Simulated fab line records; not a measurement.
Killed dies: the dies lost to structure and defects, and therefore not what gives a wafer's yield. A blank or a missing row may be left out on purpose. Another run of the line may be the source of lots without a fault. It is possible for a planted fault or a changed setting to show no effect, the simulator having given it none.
Problem report in the 8D (eight disciplines) form, filled by code :: flow ritCmos :: the parts of the form that need people (team, actions taken, sign-off) are left out

1. WHAT IS WRONG
PSD_TW at RIT_PSD_TW_MEAS_10 reads a mean of 30 on 6 wafers of 2 lots; wafers without a fault read 3403 with a standard deviation of 28. That is -99 or more standard deviations from the usual mean.
The first sign was on wafer L848.1 at day 5 12:01, on filmMetro-03. The record has a number at this step for 42 wafers belonging to 14 lots. The rule behind "out" and "out of limits": a value lying over 4 standard deviations away from the usual mean. All remaining wafers that have a number are taken as sound.

2. WHAT IT IS, AND WHAT IT ISN'T
question: which readings at this step
is: PSD_TW
is not: -

question: which lots
is: L848, L851
is not: L837, L838, L839, L840, L841, L842, L843, L846, L847, L849, L850, L858

question: which wafers of those lots
is: all that have a number
is not: -

question: read on which gauges
is: filmMetro-03
is not: filmMetro-02, filmMetro-04

question: when
is: from day 5 12:01
is not: up to then (27 sound wafers); but 9 sound wafers of L849, L850, L858 came after

3. WHAT RULES OUT EACH SUSPECT
Counting: a tool at any process step up to the reading remains a suspect when it ran all the lots that are out and ran no sound lot after the first of those.
- the gauge at RIT_PSD_TW_MEAS_10: kept. All the wafers that are out were read on filmMetro-03, and no step on other tools shows them out.
- lithoTrack-01 at RIT_PSD_DEVELOP_05 (develop time 50 s): kept. It ran every lot that is out, first L848 (day 5 11:00), and no sound lot after that; its last sound lot up to then is L847 (day 5 04:00).
Remaining after the count are lithoTrack-01 at RIT_PSD_DEVELOP_05 and filmMetro-03 at RIT_PSD_TW_MEAS_10.

4. THE CAUSE (what the simulator had put in)
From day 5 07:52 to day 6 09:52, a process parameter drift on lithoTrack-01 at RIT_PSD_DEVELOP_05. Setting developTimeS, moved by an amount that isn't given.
Counting leaves 2 suspects; this tool is one of them.

5. THE CHAIN OF EFFECTS, in route order
One row per reading whose mean, taken over the struck wafers that have a number, lies over 3 standard deviations from the usual. Scope: only readings with a usual standard deviation given in the record; hours: median across lots of the time from each lot's start at the first step in this table that gives one to its start at this step; sigmas: change in usual standard deviations.
hours: 0
step: RIT_PSD_TW_MEAS_10
reading: PSD_TW
usual: 3403
on struck wafers: 30
change: -3373
sigmas: -99 or more
Later measuring or inspecting steps at which every struck wafer that the step has a row for has a number for every such reading, and none has moved that far: RIT_SILICIDE_THK_MEAS_03.

6. WHAT WOULD HAVE CAUGHT IT SOONER
4 hours passed between the start of the fault at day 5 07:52 and the first reading out of limits at a measuring or inspecting step in this record, taken at day 5 12:01.
Of the tool readings at RIT_PSD_DEVELOP_05 for which the record gives a usual standard deviation, none was out on any struck wafer, so an alarm limit of 4 standard deviations on them would not have fired.
L851, from the lots that are out (2), started RIT_PSD_DEVELOP_05 on lithoTrack-01 later than day 5 12:01. Putting the tool on hold at that point would have spared it.
